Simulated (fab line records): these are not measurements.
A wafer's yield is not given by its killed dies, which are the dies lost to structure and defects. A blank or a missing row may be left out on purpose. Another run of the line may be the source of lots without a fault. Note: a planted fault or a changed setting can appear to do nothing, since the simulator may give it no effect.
Which tool did it? + flow rit cmos + 39 wafers from 13 lots sampled at 2 of the route's 202 steps

## WHAT THE GAUGES SHOWED, per wafer
The record holds no reading of a measuring or inspecting step that can be judged against a usual standard deviation.

## WHICH TOOL RAN EACH LOT (tool, then ch and the chambers of the sampled wafers, then the start)
| lot  | RIT_FOX2_WET_ETCH_03           | RIT_M1_PROBE_99        |
|------|--------------------------------|------------------------|
| L675 | wet bench-03 ch 3, day 1 21:29 | prober-02, day 3 14:28 |
| L676 | wet bench-02 ch 1, day 2 01:12 | prober-01, day 3 18:35 |
| L677 | wet bench-03 ch 0, day 2 06:12 | prober-02, day 4 01:41 |
| L678 | wet bench-03 ch 0, day 2 10:59 | prober-01, day 4 03:11 |
| L679 | wet bench-03 ch 3, day 2 15:33 | prober-02, day 4 07:52 |
| L680 | wet bench-02 ch 3, day 2 21:02 | prober-01, day 4 12:55 |
| L681 | wet bench-01 ch 2, day 3 01:20 | prober-02, day 4 16:43 |
| L683 | wet bench-01 ch 3, day 3 13:12 | prober-02, day 5 06:49 |
| L684 | wet bench-02 ch 1, day 3 17:17 | prober-01, day 5 09:04 |
| L685 | wet bench-02 ch 3, day 3 22:26 | prober-02, day 5 15:31 |
| L687 | wet bench-02 ch 0, day 4 08:24 | prober-02, day 5 23:25 |
| L697 | wet bench-01 ch 3, day 6 09:11 | prober-02, day 8 06:45 |
| L698 | wet bench-03 ch 0, day 6 18:03 | prober-01, day 8 10:56 |
- RIT_FOX2_WET_ETCH_03: etches Si3N4 in H3PO4, target depth 195 nm, time 2700 s.
- RIT_M1_PROBE_99

## AS READ BY THE TOOLS THEMSELVES (means over the sampled wafers that have a number; for cases with no such wafer, the mark the record gives instead)
RIT_FOX2_WET_ETCH_03.
| lot  | tool         | bath heat duty pct (%) |
|------|--------------|------------------------|
| L675 | wet bench-03 | 31.3                   |
| L676 | wet bench-02 | 26.3                   |
| L677 | wet bench-03 | 27.1                   |
| L678 | wet bench-03 | 26.1                   |
| L679 | wet bench-03 | 32.3                   |
| L680 | wet bench-02 | 29.7                   |
| L681 | wet bench-01 | 24.7                   |
| L683 | wet bench-01 | 26.2                   |
| L684 | wet bench-02 | 27.8                   |
| L685 | wet bench-02 | 28.6                   |
| L687 | wet bench-02 | 28.9                   |
| L697 | wet bench-01 | 26.2                   |
| L698 | wet bench-03 | 26.5                   |

RIT_M1_PROBE_99.
| lot  | tool      | killed_at_M0_to_M3 | killed at contacts | killed at front end | killed dies | killed on rim | killed open | killed short |
|------|-----------|--------------------|--------------------|---------------------|-------------|---------------|-------------|--------------|
| L675 | prober-02 | 0.0                | 0.0                | 7.0                 | 7.0         | 1.7           | 4.3         | 2.7          |
| L676 | prober-01 | 0.3                | 0.0                | 6.0                 | 6.3         | 2.3           | 1.7         | 4.3          |
| L677 | prober-02 | 0.0                | 0.0                | 5.7                 | 5.7         | 1.0           | 2.0         | 3.7          |
| L678 | prober-01 | 0.0                | 0.0                | 7.0                 | 7.0         | 1.0           | 3.7         | 3.3          |
| L679 | prober-02 | 0.0                | 0.0                | 7.3                 | 7.3         | 1.3           | 5.3         | 2.0          |
| L680 | prober-01 | 0.0                | 0.0                | 9.0                 | 9.0         | 2.7           | 4.3         | 4.7          |
| L681 | prober-02 | 0.0                | 0.3                | 8.7                 | 9.0         | 2.3           | 4.0         | 5.0          |
| L683 | prober-02 | 0.0                | 0.3                | 3.7                 | 4.0         | 1.3           | 2.3         | 1.7          |
| L684 | prober-01 | 0.0                | 0.0                | 5.7                 | 5.7         | 2.3           | 3.0         | 2.7          |
| L685 | prober-02 | 0.0                | 0.0                | 5.7                 | 5.7         | 1.3           | 2.3         | 3.3          |
| L687 | prober-02 | 0.0                | 0.0                | 31.7                | 31.7        | 5.7           | 3.7         | 3.7          |
| L697 | prober-02 | 0.0                | 0.0                | 6.7                 | 6.7         | 2.3           | 3.0         | 3.7          |
| L698 | prober-01 | 0.0                | 0.0                | 3.3                 | 3.3         | 0.3           | 1.7         | 1.7          |

## THE ANSWER, worked out from the rows above alone
Rule: what is usual is taken from the lots themselves. Put in order of their means at a reading, lots are off if they are a third of the lots or fewer, leave a main group of 4 or more, and stand apart from it by a gap of 3 or more times the standard deviation of the main group's means; of several such gaps the widest counts. If all means in a main group match to the digits the tables above print for the reading, that group is not used. Also off: a lot with no number at a reading for which 4 or more lots have one. Where the step has rows for the other lots, those lots are counted as sound. The gauges are gone through in route order, then the tools' own readings, and for those a lot's mean is taken as printed above. At the first step where some lot is off, the reading lying furthest off is the one used; lots without a number count as furthest.
Off: L687 (RIT_M1_PROBE_99, killed dies). The main group has a mean of 6.4 with a standard deviation of 1.6.
A tool fits if, at that step or a process step before it, it ran every lot that is off, and no sound lot after the first of them. One fits: RIT_FOX2_WET_ETCH_03 on wet bench-02. Its last sound lot is L685 (day 3 22:26), its first lot that is off L687 (day 4 08:24): a fault that began between those two fits.

## WHAT HAD BEEN PUT IN BY THE SIMULATOR
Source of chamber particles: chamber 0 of wet bench-02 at RIT_FOX2_WET_ETCH_03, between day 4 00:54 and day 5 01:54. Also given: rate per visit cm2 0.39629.
Lots struck among those shown: L687. The rule above found the same.
